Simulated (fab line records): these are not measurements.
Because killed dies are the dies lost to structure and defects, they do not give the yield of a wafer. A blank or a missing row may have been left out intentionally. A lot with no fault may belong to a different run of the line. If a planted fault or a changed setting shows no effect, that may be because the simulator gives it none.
One fault seen from 2 desks | flow rit_cmos | every desk sees just its own numbers, and what lay behind them comes last

## TOOL OWNER'S DESK, implanter-02
The tool's own readings at RIT_PLDD_IMPLANT_08: means of the sampled wafers that have a number, for each lot that ran on this tool. Marked OUT: a lot whose mean sits more than 4 standard deviations from the usual mean, which makes it out of limits; the brackets give that distance.
Columns: A = beam_energy_keV at RIT_PLDD_IMPLANT_08, usual 20.000
lot  | first seen here | A
L326 | day 3 06:59     | 20.010
L328 | day 3 16:43     | 19.999
L337 | day 5 08:58     | 20.003
L338 | day 5 17:35     | 18.800 (-99 or more) OUT
L339 | day 5 23:38     | 18.798 (-99 or more) OUT
L340 | day 6 08:14     | 18.789 (-99 or more) OUT
This desk finds L338, L339, L340 out of limits, L338 being first, at day 5 17:35 (beam_energy_keV at RIT_PLDD_IMPLANT_08). L326, L328, L337 stayed within limits.

## METROLOGY DESK
What the gauges read for every lot (on any tool): the sampled wafers with a number, averaged. Marked OUT: a lot whose mean sits more than 4 standard deviations from the usual mean, which makes it out of limits; the brackets give that distance.
Columns: A = PLDD_TW at RIT_PLDD_TW_MEAS_10, usual 2352; B = PLDD_RS at RIT_SDANNEAL_RS_MEAS_06, usual 178.0 ohm/sq
lot  | first seen here | A    | B
L325 | day 3 02:04     | 2343 | 178.5
L326 | day 3 07:18     | 2366 | 177.8
L327 | day 3 09:17     | 2361 | 178.0
L328 | day 3 17:01     | 2367 | 178.5
L331 | day 4 04:07     | 2342 | 177.3
L332 | day 4 12:24     | 2374 | 177.9
L333 | day 4 13:59     | 2311 | 178.8
L334 | day 4 21:38     | 2334 | 178.0
L337 | day 5 09:17     | 2324 | 178.0
L338 | day 5 17:55     | 2289 | 181.1 (+6.3) OUT
L339 | day 5 23:57     | 2287 | 181.4 (+6.9) OUT
L340 | day 6 08:32     | 2307 | 182.0 (+8.2) OUT
L344 | day 7 13:41     | 2357 | 177.6
L347 | day 7 20:04     | 2360 | 178.7
L348 | day 8 06:05     | 2383 | 177.6
Finding of this desk: L338, L339, L340 out of limits, first seen on L338 at day 6 00:10 (PLDD_RS at RIT_SDANNEAL_RS_MEAS_06). L325, L326, L327, L328, L331, L332, L333, L334, L337, L344, L347, L348 stayed within limits.

## ALL TOGETHER
The tool owner's desk had the chance to raise an alarm at day 5 17:35 on L338, L339, L340.
L338, L339, L340 would have let the metrology desk raise an alarm at day 6 00:10.
Of the lots named, all ran RIT_PLDD_IMPLANT_08 on implanter-02.

## WHAT WAS PUT IN BY THE SIMULATOR
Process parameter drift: implanter-02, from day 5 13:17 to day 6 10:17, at RIT_PLDD_IMPLANT_08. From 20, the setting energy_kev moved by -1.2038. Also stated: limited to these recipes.
Lots struck among those shown: L338, L339, L340.
Counting hours from when the fault started, the first reading out of limits came at 4 for the tool owner's desk and at 11 for the metrology desk.
